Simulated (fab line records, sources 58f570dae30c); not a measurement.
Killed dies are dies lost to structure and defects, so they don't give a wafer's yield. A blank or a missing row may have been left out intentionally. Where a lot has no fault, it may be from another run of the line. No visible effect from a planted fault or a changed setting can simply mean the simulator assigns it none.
A single fault, viewed from 2 desks || flow berkeleyCmos170 || every desk sees just its own numbers, and what lay behind them comes last

== AT THE METROLOGY DESK ==
Lot by lot, what the gauges showed, no matter which tool ran the lot: averages of those sampled wafers that carry a number. If a lot's mean is further than 4 standard deviations from the usual mean, the lot is out of limits and carries the mark OUT (the distance appears in the brackets).
Columns: A = PWELL_OXIDE_THK at UCB170_PWELL_THK_MEAS_03, usual 26.3 nm; B = PWELL_TW at UCB170_PWELL_TW_MEAS_17, usual 378.5; C = ACTIVE_OXIDE_THK at UCB170_ACTIVE_THK_MEAS_03, usual 26.4 nm; D = PLDD_TW at UCB170_PLDD_TW_MEAS_11, usual 1007
{"lot": "L426", "first seen here": "day 2 23:31", "A": 27.2, "B": 375.2, "C": 26.3, "D": 1003}
{"lot": "L427", "first seen here": "day 3 10:31", "A": 27.1, "B": 379.3, "C": 26.6, "D": 997}
{"lot": "L428", "first seen here": "day 3 10:31", "A": 27.2, "B": 380.0, "C": 26.3, "D": 1001}
{"lot": "L430", "first seen here": "day 3 20:26", "A": 27.1, "B": 380.9, "C": 26.7, "D": 998}
{"lot": "L429", "first seen here": "day 3 20:27", "A": 26.8, "B": 376.2, "C": 26.7, "D": 1008}
{"lot": "L431", "first seen here": "day 4 04:09", "A": 25.7, "B": 378.8, "C": 26.4, "D": 1002}
{"lot": "L432", "first seen here": "day 4 04:09", "A": 26.2, "B": 380.1, "C": 26.6, "D": 1001}
{"lot": "L433", "first seen here": "day 4 16:08", "A": 25.9, "B": 375.7, "C": 26.7, "D": 1001}
{"lot": "L436", "first seen here": "day 5 00:27", "A": 26.0, "B": "296.5 (-34) OUT", "C": 26.8, "D": 1010}
{"lot": "L437", "first seen here": "day 5 07:08", "A": 26.3, "B": "299.0 (-33) OUT", "C": 27.3, "D": 995}
{"lot": "L440", "first seen here": "day 5 18:56", "A": 25.7, "B": "298.6 (-33) OUT", "C": 26.0, "D": 1007}
{"lot": "L444", "first seen here": "day 6 17:29", "A": 26.7, "B": 380.2, "C": 26.6, "D": 1027}
{"lot": "L445", "first seen here": "day 6 22:54", "A": 25.9, "B": 376.5, "C": 25.7, "D": 1012}
{"lot": "L447", "first seen here": "day 7 09:29", "A": 25.9, "B": 381.4, "C": 26.9, "D": 995}
Finding of this desk: L436, L437, L440 out of limits, first seen on L436 at day 5 11:06 (PWELL_TW at UCB170_PWELL_TW_MEAS_17). L426, L427, L428, L430, L429, L431, L432, L433, L444, L445, L447 stayed within limits.

== THE TOOL OWNER'S DESK: implanter-02 ==
The tool's own readings at UCB170_PWELL_IMPLANT_15: means of the sampled wafers that have a number, for each lot that ran on this tool. If a lot's mean is further than 4 standard deviations from the usual mean, the lot is out of limits and carries the mark OUT (the distance appears in the brackets).
Columns: A = doseIonsCm2 at UCB170_PWELL_IMPLANT_15, usual 4.999e+12; B = faradayCurrentUA at UCB170_PWELL_IMPLANT_15, usual 15.9
{"lot": "L426", "first seen here": "day 3 10:16", "A": 4.998e+12, "B": 15.7}
{"lot": "L430", "first seen here": "day 4 06:28", "A": 4.999e+12, "B": 15.8}
{"lot": "L431", "first seen here": "day 4 15:19", "A": 4.991e+12, "B": 15.7}
{"lot": "L433", "first seen here": "day 5 01:44", "A": 5.003e+12, "B": 15.7}
{"lot": "L436", "first seen here": "day 5 10:51", "A": "2.280e+12 (-99 or more) OUT", "B": "7.1 (-28) OUT"}
{"lot": "L437", "first seen here": "day 5 16:25", "A": "2.273e+12 (-99 or more) OUT", "B": "7.3 (-28) OUT"}
{"lot": "L440", "first seen here": "day 6 03:55", "A": "2.265e+12 (-99 or more) OUT", "B": "7.4 (-28) OUT"}
Finding of this desk: L436, L437, L440 out of limits; the first was L436 at day 5 10:51, on doseIonsCm2 at UCB170_PWELL_IMPLANT_15. L426, L430, L431, L433 stayed within limits.

== TAKEN TOGETHER ==
On L436, L437, L440, at day 5 10:51, an alarm was possible from the tool owner's desk.
At day 5 11:06 the metrology desk could have sounded an alarm, on L436, L437, L440.
Every lot named ran UCB170_PWELL_IMPLANT_15 on implanter-02.

== WHAT WAS PUT IN BY THE SIMULATOR ==
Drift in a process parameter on implanter-02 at UCB170_PWELL_IMPLANT_15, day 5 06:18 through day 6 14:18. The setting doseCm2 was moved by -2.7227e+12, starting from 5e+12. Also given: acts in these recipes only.
Struck lots among those shown: L436, L437, L440.
Delay (hours) between the fault's onset and each desk's first out-of-limits reading: 5 at the tool owner's desk, 5 at the metrology desk.
